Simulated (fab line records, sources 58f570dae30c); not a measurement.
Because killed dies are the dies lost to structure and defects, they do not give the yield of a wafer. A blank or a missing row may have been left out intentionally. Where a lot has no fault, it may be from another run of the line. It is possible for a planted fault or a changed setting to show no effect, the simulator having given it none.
Lot-split experiment :: flow berkeley cmos170 :: 5 lots, 23 wafers read, on a route of 331 steps

ABOUT THE SPLIT
At UCB170_M2_SPUTTER_01 (material Al, target thk 900 nm, time 120 s), the setting power w was moved away from the recipe's 6000 W on 9 of the 23 wafers read, by -8.7% to +8.6%. All remaining wafers had this setting at the recipe value.

BETWEEN THE SPLIT AND THE READING: the file shows 1 step in between
- UCB170_M2_RS_MEAS_02: measures by four-point-probe

THE READING
M2_AL_THK, in nm, at UCB170_M2_THK_MEAS_03 (measures by xrf). A value of 898 nm with a standard deviation of 13 nm is what fault-free wafers of this fab line usually give.

wafer: L076.2
tool, chamber at the split: pvd sputter-03, -
power w as run, W: 6000
against the recipe: recipe
M2_AL_THK, nm: 910
against lot-mates on the recipe: -

wafer: L076.3
tool, chamber at the split: pvd sputter-03, -
power w as run, W: 6378
against the recipe: +6.3%
M2_AL_THK, nm: 976
against lot-mates on the recipe: +69

wafer: L076.4
tool, chamber at the split: pvd sputter-03, -
power w as run, W: 6000
against the recipe: recipe
M2_AL_THK, nm: 900
against lot-mates on the recipe: -

wafer: L076.5
tool, chamber at the split: pvd sputter-03, -
power w as run, W: 6000
against the recipe: recipe
M2_AL_THK, nm: 910
against lot-mates on the recipe: -

wafer: L076.6
tool, chamber at the split: pvd sputter-03, -
power w as run, W: 6378
against the recipe: +6.3%
M2_AL_THK, nm: 987
against lot-mates on the recipe: +80

wafer: L075.1
tool, chamber at the split: pvd sputter-04, -
power w as run, W: 6000
against the recipe: recipe
M2_AL_THK, nm: 888
against lot-mates on the recipe: -

wafer: L075.2
tool, chamber at the split: pvd sputter-04, -
power w as run, W: 6000
against the recipe: recipe
M2_AL_THK, nm: 874
against lot-mates on the recipe: -

wafer: L075.6
tool, chamber at the split: pvd sputter-04, -
power w as run, W: 6000
against the recipe: recipe
M2_AL_THK, nm: 876
against lot-mates on the recipe: -

wafer: L080.2
tool, chamber at the split: pvd sputter-03, -
power w as run, W: 5479
against the recipe: -8.7%
M2_AL_THK, nm: 844
against lot-mates on the recipe: -57

wafer: L080.3
tool, chamber at the split: pvd sputter-03, -
power w as run, W: 6000
against the recipe: recipe
M2_AL_THK, nm: 906
against lot-mates on the recipe: -

wafer: L080.4
tool, chamber at the split: pvd sputter-03, -
power w as run, W: 6000
against the recipe: recipe
M2_AL_THK, nm: 906
against lot-mates on the recipe: -

wafer: L080.5
tool, chamber at the split: pvd sputter-03, -
power w as run, W: 6000
against the recipe: recipe
M2_AL_THK, nm: 890
against lot-mates on the recipe: -

wafer: L080.6
tool, chamber at the split: pvd sputter-03, -
power w as run, W: 5479
against the recipe: -8.7%
M2_AL_THK, nm: 831
against lot-mates on the recipe: -70

wafer: L082.1
tool, chamber at the split: pvd sputter-04, -
power w as run, W: 6517
against the recipe: +8.6%
M2_AL_THK, nm: 951
against lot-mates on the recipe: +63

wafer: L082.2
tool, chamber at the split: pvd sputter-04, -
power w as run, W: 6000
against the recipe: recipe
M2_AL_THK, nm: 891
against lot-mates on the recipe: -

wafer: L082.3
tool, chamber at the split: pvd sputter-04, -
power w as run, W: 6000
against the recipe: recipe
M2_AL_THK, nm: 885
against lot-mates on the recipe: -

wafer: L082.5
tool, chamber at the split: pvd sputter-04, -
power w as run, W: 6517
against the recipe: +8.6%
M2_AL_THK, nm: 963
against lot-mates on the recipe: +75

wafer: L082.6
tool, chamber at the split: pvd sputter-04, -
power w as run, W: 6517
against the recipe: +8.6%
M2_AL_THK, nm: 947
against lot-mates on the recipe: +59

wafer: L083.1
tool, chamber at the split: pvd sputter-01, -
power w as run, W: 6000
against the recipe: recipe
M2_AL_THK, nm: 891
against lot-mates on the recipe: -

wafer: L083.2
tool, chamber at the split: pvd sputter-01, -
power w as run, W: 6000
against the recipe: recipe
M2_AL_THK, nm: 891
against lot-mates on the recipe: -

wafer: L083.4
tool, chamber at the split: pvd sputter-01, -
power w as run, W: 6243
against the recipe: +4.0%
M2_AL_THK, nm: 936
against lot-mates on the recipe: +44

wafer: L083.5
tool, chamber at the split: pvd sputter-01, -
power w as run, W: 6000
against the recipe: recipe
M2_AL_THK, nm: 894
against lot-mates on the recipe: -

wafer: L083.6
tool, chamber at the split: pvd sputter-01, -
power w as run, W: 6243
against the recipe: +4.0%
M2_AL_THK, nm: 922
against lot-mates on the recipe: +30

THE FIT
A straight line over all 23 wafers: M2_AL_THK changes by +7.85 nm for each +1% of power w; r = +0.92; the points scatter about the line by 16 nm.
The same after taking each lot's own level away (the mean of its wafers on the recipe; 23 wafers): +8.17 nm for each +1%; r = +0.97; scatter 9.6 nm.
Per that fit: largest power w move, reading shift of 71 nm.
Measured against the standard deviation above, the lots' own levels, which go from 879.3 to 906.7 nm, span 2.1 times it.
Hence the lot-to-lot level has little effect on the slope; both slopes agree.
Check: -72.7 nm against its lot-mates is what the line predicts for one of the wafers moved furthest among these (-8.7%) when that wafer is left out of the fit. It came out at -56.7 nm against them.

OTHER SPLITS ON THESE WAFERS
Other splits were also applied to these wafers ahead of the reading. Each is held against what the fit with the lots' levels taken away leaves over:
other split on the same wafers: UCB170_V1_COAT_07 resist thk nm
wafers away from the commonest value: 7
r with M2_AL_THK (lot level and that fit taken away): +0.09

THE WHOLE CHAIN: every reading that the file lists as answering this split, in the file's order
step: UCB170_M2_SPUTTER_01
what it does: material Al, target thk 900 nm, time 120 s
reading: Al_of_M2_SPUTTER_01.thk nm (the simulator's own value, which no gauge read)
change (the file's fit): +8.74 nm for each +1% of the setting
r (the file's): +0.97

step: UCB170_M2_RS_MEAS_02
what it does: measures by four-point-probe
reading: M2_AL_RS
change (the file's fit): -0.000314 for each +1% of the setting
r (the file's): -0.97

step: UCB170_M2_THK_MEAS_03
what it does: measures by xrf
reading: M2_AL_THK
change (the file's fit): +8.47 for each +1% of the setting
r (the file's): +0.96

FILE'S OWN FIT
M2_AL_THK changes by +8.47 nm for each +1% of power w, r = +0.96.
